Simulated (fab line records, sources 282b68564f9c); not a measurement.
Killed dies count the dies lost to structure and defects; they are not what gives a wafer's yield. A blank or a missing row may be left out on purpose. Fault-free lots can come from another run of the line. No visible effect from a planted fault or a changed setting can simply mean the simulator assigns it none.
fab line records / flow rit_cmos
[record] lots = 5 wafers = 15 last_day = 7
route steps=202 shown CONTACT@168 M1@202
lots that met no fault: from a run of the same line without faults
start_h: start of the lot's first displayed wafer, in hours after the record's first day / wait_h: time in hours since the lot's previous step / " identical to the entry in the row above / L1.1+2: a row that stands for several wafers / - no value present, or no start provided / * or withheld: withheld / < > ~ a bound
route shown NAME@n: a module of which the file shows steps, and the number in the route of the first / usual: average and standard deviation across the fault-free wafers / same: alike in all rows / chamber/n: place in a boat / sites: each site's reading / _std_site: the values' standard deviation / _edge_site: inner sites' mean taken away from outer sites' mean / radius_mm: for every site, how far away it sits from the centre of the wafer / mask NAME#n: copy n / behind: the last tool/chamber to shape the wafer / hold: reason for holding the lot/hours on hold/outcome of the hold / device: the transistor (n, p or np) that didn't switch / end of line: the route-end tests of the same wafers / where a step has no rows: the recipe by itself / killed: dies lost to structure and defects at the first sort, not the wafer's yield / map: shows each die of a wafer: x if killed, . if not, _ if none is there
set.NAME: the setting that was run; set.NAME@STEP: the one run at that earlier step / model.NAME: the simulator's own value behind a step, which no gauge read
lots at selected steps of the route; one table per step, one row per wafer
services: from which hour (start_h, from the record's first day; less than 0 if before it) a tool's chamber was out of use, for how many hours, and why
[[steps]]
[step RIT_CONTACT_CVD_00]
[recipe] material = SiO2 target_thk_nm = 400 precursor = TEOS temp_c = 390 time_s = 61 rf_w = 400
[usual] heater_power_w = 329/43
lot.wafer=L557.3 tool=pecvd-01 chamber=0 start_h=77.71 wait_h=0.0 heater_power_w=351
lot.wafer=L557.4 tool=pecvd-01 chamber=2 start_h=77.71 wait_h=0.0 heater_power_w=331
lot.wafer=L557.5 tool=pecvd-01 chamber=1 start_h=77.71 wait_h=0.0 heater_power_w=260
lot.wafer=L558.1 tool=pecvd-04 chamber=1 start_h=82.26 wait_h=0.1 heater_power_w=358
lot.wafer=L558.3 tool=pecvd-04 chamber=2 start_h=82.26 wait_h=0.1 heater_power_w=361
lot.wafer=L558.5 tool=pecvd-04 chamber=1 start_h=82.26 wait_h=0.1 heater_power_w=374
lot.wafer=L564.3 tool=pecvd-04 chamber=0 start_h=110.86 wait_h=0.0 heater_power_w=313
lot.wafer=L564.4 tool=pecvd-04 chamber=2 start_h=110.86 wait_h=0.0 heater_power_w=318
lot.wafer=L564.5 tool=pecvd-04 chamber=1 start_h=110.86 wait_h=0.0 heater_power_w=405
lot.wafer=L574.1 tool=pecvd-02 chamber=2 start_h=160.62 wait_h=0.1 heater_power_w=348
lot.wafer=L574.3 tool=pecvd-02 chamber=1 start_h=160.62 wait_h=0.1 heater_power_w=301
lot.wafer=L574.5 tool=pecvd-02 chamber=1 start_h=160.62 wait_h=0.1 heater_power_w=313
lot.wafer=L575.1 tool=pecvd-01 chamber=1 start_h=166.77 wait_h=0.1 heater_power_w=300
lot.wafer=L575.4 tool=pecvd-01 chamber=0 start_h=166.77 wait_h=0.1 heater_power_w=313
lot.wafer=L575.6 tool=pecvd-01 chamber=2 start_h=166.77 wait_h=0.1 heater_power_w=297
[step RIT_CONTACT_THK_MEAS_01]
[recipe] reads = SiO2_of_CONTACT_CVD_00
[usual] CONTACT_TEOS_THK = 400/5.1
lot.wafer=L557.3 tool=film_metro-01 chamber=- start_h=77.78 wait_h=0.0 CONTACT_TEOS_THK[nm]=399
lot.wafer=L557.4 tool=film_metro-01 chamber=- start_h=77.78 wait_h=0.0 CONTACT_TEOS_THK[nm]=401
lot.wafer=L557.5 tool=film_metro-01 chamber=- start_h=77.78 wait_h=0.0 CONTACT_TEOS_THK[nm]=403
lot.wafer=L558.1 tool=film_metro-01 chamber=- start_h=82.31 wait_h=0.0 CONTACT_TEOS_THK[nm]=400
lot.wafer=L558.3 tool=film_metro-01 chamber=- start_h=82.31 wait_h=0.0 CONTACT_TEOS_THK[nm]=395
lot.wafer=L558.5 tool=film_metro-01 chamber=- start_h=82.31 wait_h=0.0 CONTACT_TEOS_THK[nm]=403
lot.wafer=L564.3 tool=film_metro-01 chamber=- start_h=110.93 wait_h=0.0 CONTACT_TEOS_THK[nm]=394
lot.wafer=L564.4 tool=film_metro-01 chamber=- start_h=110.93 wait_h=0.0 CONTACT_TEOS_THK[nm]=399
lot.wafer=L564.5 tool=film_metro-01 chamber=- start_h=110.93 wait_h=0.0 CONTACT_TEOS_THK[nm]=399
lot.wafer=L574.1 tool=film_metro-01 chamber=- start_h=160.67 wait_h=0.0 CONTACT_TEOS_THK[nm]=398
lot.wafer=L574.3 tool=film_metro-01 chamber=- start_h=160.67 wait_h=0.0 CONTACT_TEOS_THK[nm]=399
lot.wafer=L574.5 tool=film_metro-01 chamber=- start_h=160.67 wait_h=0.0 CONTACT_TEOS_THK[nm]=402
lot.wafer=L575.1 tool=film_metro-01 chamber=- start_h=166.82 wait_h=0.0 CONTACT_TEOS_THK[nm]=400
lot.wafer=L575.4 tool=film_metro-01 chamber=- start_h=166.82 wait_h=0.0 CONTACT_TEOS_THK[nm]=407
lot.wafer=L575.6 tool=film_metro-01 chamber=- start_h=166.82 wait_h=0.0 CONTACT_TEOS_THK[nm]=402
[step RIT_CONTACT_HMDS_02]
[recipe] prime_time_s = 60 prime_temp_c = 140
[step RIT_CONTACT_COAT_03]
[recipe] resist = NOVOLAK spin_rpm = 3250 resist_thk_nm = 1000
[step RIT_CONTACT_SOFTBAKE_04]
[recipe] resist = NOVOLAK temp_c = 90 time_s = 60
[step RIT_CONTACT_EXPOSE_05]
[recipe] mask_id = M11 na = 0.6 source_shape = conventional sigma_outer = 0.5 target_cd_nm = 1000 dose_mj = 250
[step RIT_CONTACT_PEB_06]
[recipe] resist = NOVOLAK temp_c = withheld time_s = withheld
[step RIT_CONTACT_DEVELOP_07]
[recipe] resist = NOVOLAK develop_time_s = 120 dev_temp_c = 23
[step RIT_CONTACT_CD_MEAS_08]
[recipe] target_cd_nm = 1000
[usual] cd_nm = 1000.5/2.3
lot.wafer=L557.3 tool=cd_sem-02 chamber=- start_h=78.83 wait_h=- cd_nm=999.0
lot.wafer=L557.4 tool=cd_sem-02 chamber=- start_h=78.83 wait_h=- cd_nm=999.6
lot.wafer=L557.5 tool=cd_sem-02 chamber=- start_h=78.83 wait_h=- cd_nm=999.2
lot.wafer=L558.1 tool=cd_sem-02 chamber=- start_h=83.34 wait_h=- cd_nm=1004.7
lot.wafer=L558.3 tool=cd_sem-02 chamber=- start_h=83.34 wait_h=- cd_nm=1005.2
lot.wafer=L558.5 tool=cd_sem-02 chamber=- start_h=83.34 wait_h=- cd_nm=1003.0
lot.wafer=L564.3 tool=cd_sem-02 chamber=- start_h=112.19 wait_h=- cd_nm=1003.3
lot.wafer=L564.4 tool=cd_sem-02 chamber=- start_h=112.19 wait_h=- cd_nm=1002.3
lot.wafer=L564.5 tool=cd_sem-02 chamber=- start_h=112.19 wait_h=- cd_nm=1002.5
lot.wafer=L574.1 tool=cd_sem-01 chamber=- start_h=161.83 wait_h=- cd_nm=1002.1
lot.wafer=L574.3 tool=cd_sem-01 chamber=- start_h=161.83 wait_h=- cd_nm=1002.9
lot.wafer=L574.5 tool=cd_sem-01 chamber=- start_h=161.83 wait_h=- cd_nm=999.6
lot.wafer=L575.1 tool=cd_sem-01 chamber=- start_h=167.85 wait_h=- cd_nm=1001.1
lot.wafer=L575.4 tool=cd_sem-01 chamber=- start_h=167.85 wait_h=- cd_nm=999.0
lot.wafer=L575.6 tool=cd_sem-01 chamber=- start_h=167.85 wait_h=- cd_nm=1000.4
[step RIT_CONTACT_OVL_MEAS_09]
[usual] CONTACT_OVL = 1.2/1.4
lot.wafer=L557.3 tool=overlay-01 chamber=- start_h=78.92 wait_h=0.1 CONTACT_OVL[nm]=-0.1
lot.wafer=L557.4 tool=overlay-01 chamber=- start_h=78.92 wait_h=0.1 CONTACT_OVL[nm]=2.0
lot.wafer=L557.5 tool=overlay-01 chamber=- start_h=78.92 wait_h=0.1 CONTACT_OVL[nm]=2.5
lot.wafer=L558.1 tool=overlay-02 chamber=- start_h=83.46 wait_h=0.1 CONTACT_OVL[nm]=-0.4
lot.wafer=L558.3 tool=overlay-02 chamber=- start_h=83.46 wait_h=0.1 CONTACT_OVL[nm]=0.0
lot.wafer=L558.5 tool=overlay-02 chamber=- start_h=83.46 wait_h=0.1 CONTACT_OVL[nm]=-2.2
lot.wafer=L564.3 tool=overlay-02 chamber=- start_h=112.28 wait_h=0.1 CONTACT_OVL[nm]=2.0
lot.wafer=L564.4 tool=overlay-02 chamber=- start_h=112.28 wait_h=0.1 CONTACT_OVL[nm]=0.8
lot.wafer=L564.5 tool=overlay-02 chamber=- start_h=112.28 wait_h=0.1 CONTACT_OVL[nm]=2.6
lot.wafer=L574.1 tool=overlay-02 chamber=- start_h=161.95 wait_h=0.1 CONTACT_OVL[nm]=0.8
lot.wafer=L574.3 tool=overlay-02 chamber=- start_h=161.95 wait_h=0.1 CONTACT_OVL[nm]=1.4
lot.wafer=L574.5 tool=overlay-02 chamber=- start_h=161.95 wait_h=0.1 CONTACT_OVL[nm]=2.6
lot.wafer=L575.1 tool=overlay-01 chamber=- start_h=167.97 wait_h=0.1 CONTACT_OVL[nm]=3.0
lot.wafer=L575.4 tool=overlay-01 chamber=- start_h=167.97 wait_h=0.1 CONTACT_OVL[nm]=2.0
lot.wafer=L575.6 tool=overlay-01 chamber=- start_h=167.97 wait_h=0.1 CONTACT_OVL[nm]=1.2
[step RIT_CONTACT_HARDBAKE_10]
[recipe] resist = NOVOLAK temp_c = 140 time_s = 60
[step RIT_CONTACT_ETCH_11]
[recipe] target_depth_a = 4800 over_etch_frac = 0.2 stop_on = TiSi2 chemistry = CHF3/CF4/Ar target = SiO2 CHF3_flow_sccm = 50 cf4_flow_sccm = 10 Ar_flow_sccm = 100 O2_flow_sccm = 5 pressure_mtorr = 100 rf_w = 200 time_s = 320
[usual] drypump_motor_current_A = 5.8/0.36 oes_product_au = 0.989/0.014 throttle_valve_pct = 8.88/0.1
lot.wafer=L557.3 tool=rie_diel-01 chamber=3 start_h=79.09 wait_h=0.1 drypump_motor_current_A=5.3 oes_product_au=0.986 rf_hours_counter_h=15 throttle_valve_pct=8.80
lot.wafer=L557.4 tool=rie_diel-01 chamber=1 start_h=79.09 wait_h=0.1 drypump_motor_current_A=5.6 oes_product_au=0.993 rf_hours_counter_h=147 throttle_valve_pct=9.11
lot.wafer=L557.5 tool=rie_diel-01 chamber=1 start_h=79.09 wait_h=0.1 drypump_motor_current_A=5.5 oes_product_au=0.997 rf_hours_counter_h=- throttle_valve_pct=9.09
lot.wafer=L558.1 tool=rie_diel-04 chamber=2 start_h=83.64 wait_h=0.1 drypump_motor_current_A=6.2 oes_product_au=0.972 rf_hours_counter_h=128 throttle_valve_pct=8.71
lot.wafer=L558.3 tool=rie_diel-04 chamber=3 start_h=83.64 wait_h=0.1 drypump_motor_current_A=5.3 oes_product_au=0.981 rf_hours_counter_h=43 throttle_valve_pct=8.86
lot.wafer=L558.5 tool=rie_diel-04 chamber=2 start_h=83.64 wait_h=0.1 drypump_motor_current_A=6.2 oes_product_au=0.982 rf_hours_counter_h=- throttle_valve_pct=8.72
lot.wafer=L564.3 tool=rie_diel-01 chamber=0 start_h=112.52 wait_h=0.1 drypump_motor_current_A=5.8 oes_product_au=0.984 rf_hours_counter_h=6 throttle_valve_pct=8.83
lot.wafer=L564.4 tool=rie_diel-01 chamber=2 start_h=112.52 wait_h=0.1 drypump_motor_current_A=5.6 oes_product_au=1.012 rf_hours_counter_h=146 throttle_valve_pct=8.93
lot.wafer=L564.5 tool=rie_diel-01 chamber=1 start_h=112.52 wait_h=0.1 drypump_motor_current_A=5.6 oes_product_au=0.995 rf_hours_counter_h=- throttle_valve_pct=9.09
lot.wafer=L574.1 tool=rie_diel-01 chamber=0 start_h=162.13 wait_h=0.1 drypump_motor_current_A=5.9 oes_product_au=0.988 rf_hours_counter_h=7 throttle_valve_pct=8.86
lot.wafer=L574.3 tool=rie_diel-01 chamber=2 start_h=162.13 wait_h=0.1 drypump_motor_current_A=5.5 oes_product_au=1.023 rf_hours_counter_h=147 throttle_valve_pct=8.94
lot.wafer=L574.5 tool=rie_diel-01 chamber=2 start_h=162.13 wait_h=0.1 drypump_motor_current_A=5.6 oes_product_au=1.012 rf_hours_counter_h=- throttle_valve_pct=8.93
lot.wafer=L575.1 tool=rie_diel-04 chamber=0 start_h=168.15 wait_h=0.1 drypump_motor_current_A=6.1 oes_product_au=0.961 rf_hours_counter_h=39 throttle_valve_pct=8.89
lot.wafer=L575.4 tool=rie_diel-04 chamber=2 start_h=168.15 wait_h=0.1 drypump_motor_current_A=6.3 oes_product_au=0.981 rf_hours_counter_h=- throttle_valve_pct=8.72
lot.wafer=L575.6 tool=rie_diel-04 chamber=0 start_h=168.15 wait_h=0.1 drypump_motor_current_A=6.1 oes_product_au=0.961 rf_hours_counter_h=- throttle_valve_pct=8.88
[step RIT_CONTACT_STRIP_12]
[recipe] chemistry = O2 time_s = 180 resist = NOVOLAK platen_temp_c = withheld power_w = 500 pressure_mtorr = 4000 o2_flow_sccm = 4000
[usual] drypump_motor_current_A = 5.7/0.35 run_length_s = 208.5/0.51
lot.wafer=L557.3 tool=plasma_asher-01 chamber=0 start_h=79.34 wait_h=0.2 drypump_motor_current_A=5.8 rf_hours_counter_h=- run_length_s=208.4
lot.wafer=L557.4 tool=plasma_asher-01 chamber=1 start_h=79.34 wait_h=0.2 drypump_motor_current_A=5.4 rf_hours_counter_h=- run_length_s=207.5
lot.wafer=L557.5 tool=plasma_asher-01 chamber=0 start_h=79.34 wait_h=0.2 drypump_motor_current_A=5.8 rf_hours_counter_h=- run_length_s=209.0
lot.wafer=L558.1 tool=plasma_asher-02 chamber=1 start_h=83.84 wait_h=0.1 drypump_motor_current_A=6.1 rf_hours_counter_h=42 run_length_s=208.9
lot.wafer=L558.3 tool=plasma_asher-02 chamber=1 start_h=83.84 wait_h=0.1 drypump_motor_current_A=6.0 rf_hours_counter_h=- run_length_s=209.1
lot.wafer=L558.5 tool=plasma_asher-02 chamber=1 start_h=83.84 wait_h=0.1 drypump_motor_current_A=6.1 rf_hours_counter_h=- run_length_s=208.8
lot.wafer=L564.3 tool=plasma_asher-01 chamber=0 start_h=112.77 wait_h=0.2 drypump_motor_current_A=5.8 rf_hours_counter_h=- run_length_s=274.5
lot.wafer=L564.4 tool=plasma_asher-01 chamber=1 start_h=112.77 wait_h=0.2 drypump_motor_current_A=5.3 rf_hours_counter_h=- run_length_s=208.0
lot.wafer=L564.5 tool=plasma_asher-01 chamber=1 start_h=112.77 wait_h=0.2 drypump_motor_current_A=5.4 rf_hours_counter_h=- run_length_s=207.7
lot.wafer=L574.1 tool=plasma_asher-02 chamber=0 start_h=162.33 wait_h=0.1 drypump_motor_current_A=5.3 rf_hours_counter_h=5 run_length_s=208.6
lot.wafer=L574.3 tool=plasma_asher-02 chamber=0 start_h=162.33 wait_h=0.1 drypump_motor_current_A=5.3 rf_hours_counter_h=- run_length_s=208.6
lot.wafer=L574.5 tool=plasma_asher-02 chamber=1 start_h=162.33 wait_h=0.1 drypump_motor_current_A=6.0 rf_hours_counter_h=- run_length_s=208.8
lot.wafer=L575.1 tool=plasma_asher-04 chamber=1 start_h=168.35 wait_h=0.1 drypump_motor_current_A=5.7 rf_hours_counter_h=53 run_length_s=208.9
lot.wafer=L575.4 tool=plasma_asher-04 chamber=1 start_h=168.35 wait_h=0.1 drypump_motor_current_A=5.7 rf_hours_counter_h=- run_length_s=209.0
lot.wafer=L575.6 tool=plasma_asher-04 chamber=1 start_h=168.35 wait_h=0.1 drypump_motor_current_A=5.7 rf_hours_counter_h=- run_length_s=208.7
[step RIT_CONTACT_CD_MEAS_90]
[recipe] target_cd_nm = 1000
[usual] cd_nm = 1000.3/2.3
lot.wafer=L557.3 tool=cd_sem-01 chamber=- start_h=79.50 wait_h=0.1 cd_nm=998.4
lot.wafer=L557.4 tool=cd_sem-01 chamber=- start_h=79.50 wait_h=0.1 cd_nm=998.7
lot.wafer=L557.5 tool=cd_sem-01 chamber=- start_h=79.50 wait_h=0.1 cd_nm=999.0
lot.wafer=L558.1 tool=cd_sem-01 chamber=- start_h=84.01 wait_h=0.1 cd_nm=1004.1
lot.wafer=L558.3 tool=cd_sem-01 chamber=- start_h=84.01 wait_h=0.1 cd_nm=1005.6
lot.wafer=L558.5 tool=cd_sem-01 chamber=- start_h=84.01 wait_h=0.1 cd_nm=1002.2
lot.wafer=L564.3 tool=cd_sem-01 chamber=- start_h=112.93 wait_h=0.1 cd_nm=1003.0
lot.wafer=L564.4 tool=cd_sem-01 chamber=- start_h=112.93 wait_h=0.1 cd_nm=1002.3
lot.wafer=L564.5 tool=cd_sem-01 chamber=- start_h=112.93 wait_h=0.1 cd_nm=1002.1
lot.wafer=L574.1 tool=cd_sem-01 chamber=- start_h=162.50 wait_h=0.1 cd_nm=1002.1
lot.wafer=L574.3 tool=cd_sem-01 chamber=- start_h=162.50 wait_h=0.1 cd_nm=1002.6
lot.wafer=L574.5 tool=cd_sem-01 chamber=- start_h=162.50 wait_h=0.1 cd_nm=999.9
lot.wafer=L575.1 tool=cd_sem-02 chamber=- start_h=168.52 wait_h=0.1 cd_nm=1001.7
lot.wafer=L575.4 tool=cd_sem-02 chamber=- start_h=168.52 wait_h=0.1 cd_nm=998.6
lot.wafer=L575.6 tool=cd_sem-02 chamber=- start_h=168.52 wait_h=0.1 cd_nm=1000.5
[step RIT_M1_PROBE_99]
[usual] killed_at_contacts = 0.1/0.31 killed_at_front_end = 6.3/2.7 killed_dies = 6.4/2.7 killed_open = 3.3/2 killed_short = 3/1.8
[same] gross_dies = 264 killed_at_M0_to_M3 = 0 killed_at_M4_up = 0 killed_at_back_side = 0 killed_at_other = 0
lot.wafer=L558.1 tool=prober-02 chamber=- start_h=89.43 wait_h=0.1 killed_at_contacts=0 killed_at_front_end=14 killed_dies=14 killed_open=10 killed_short=4
lot.wafer=L558.3 tool=prober-02 chamber=- start_h=89.53 wait_h=0.2 killed_at_contacts=0 killed_at_front_end=11 killed_dies=11 killed_open=8 killed_short=3
lot.wafer=L558.5 tool=prober-02 chamber=- start_h=89.63 wait_h=0.2 killed_at_contacts=0 killed_at_front_end=13 killed_dies=13 killed_open=8 killed_short=5
// killed by level:class
L558.1 GATE:geometric_particle:open=5 FOX1:geometric_particle:open=2 GATE:geometric_particle:short=2 REOX:geometric_particle:open=1 SPACER:geometric_particle:open=1 SPACER:geometric_particle:short=1 SILICIDE:geometric_particle:open=1 SILICIDE:geometric_particle:short=1
L558.3 GATE:geometric_particle:open=5 FOX1:geometric_particle:open=2 GATE:geometric_particle:short=2 SILICIDE:geometric_particle:open=1 SILICIDE:geometric_particle:short=1
L558.5 SPACER:geometric_particle:open=4 GATE:geometric_particle:short=2 GATE:geometric_particle:open=2 FOX1:geometric_particle:open=1 FOX2:geometric_particle:short=1 REOX:geometric_particle:short=1 SPACER:geometric_particle:short=1 SILICIDE:geometric_particle:open=1
[[services]]
tool=pecvd-04 chamber=- start_h=67.12 hours=6.0 kind=pm
tool=plasma_asher-04 chamber=- start_h=68.49 hours=0.4 kind=repair
tool=rie_diel-01 chamber=- start_h=73.54 hours=2.8 kind=pm
tool=rie_diel-04 chamber=- start_h=79.32 hours=1.1 kind=repair
tool=plasma_asher-02 chamber=- start_h=108.75 hours=9.0 kind=pm
tool=plasma_asher-02 chamber=0 start_h=108.75 hours=9.0 kind=vent_cycle
tool=plasma_asher-02 chamber=1 start_h=108.75 hours=9.0 kind=vent_cycle
tool=pecvd-04 chamber=0 start_h=114.96 hours=13.0 kind=repair
tool=plasma_asher-02 chamber=0 start_h=117.75 hours=- kind=clean
tool=plasma_asher-02 chamber=1 start_h=117.75 hours=- kind=clean
tool=pecvd-02 chamber=- start_h=124.91 hours=6.0 kind=pm
tool=rie_diel-01 chamber=2 start_h=135.85 hours=16.0 kind=repair
tool=plasma_asher-04 chamber=- start_h=144.55 hours=14.6 kind=pm
tool=pecvd-02 chamber=- start_h=153.58 hours=2.8 kind=pm
tool=pecvd-04 chamber=- start_h=159.21 hours=2.8 kind=pm
tool=rie_diel-01 chamber=1 start_h=159.22 hours=- kind=clean
tool=rie_diel-04 chamber=1 start_h=165.33 hours=7.0 kind=repair
tool=pecvd-02 chamber=- start_h=165.52 hours=1.0 kind=repair
[[key]]
[first_sign] step = RIT_CONTACT_STRIP_12 reading = run_length_s direction = up sigmas = 99+ usual = * struck = *
effect none on later readings
met_at RIT_CONTACT_STRIP_12
struck_wafers L564.3
tester_left_out L564
onset_between 79.34 112.77
[fault] kind = process_parameter_drift tool = plasma_asher-01 chamber = 0 onset_h = 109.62 steps = RIT_CONTACT_STRIP_12 channel = time_s offset = * shape = step end_h = 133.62 acts_in = * stated = *
// tester_left_out: of these lots the tester's yield and bins aren't shown, on N5 and GAA mostly nor the transistor test; their killed dies are dies lost to structure and defects alone, not to doping, threshold or leakage, so they don't give the yield
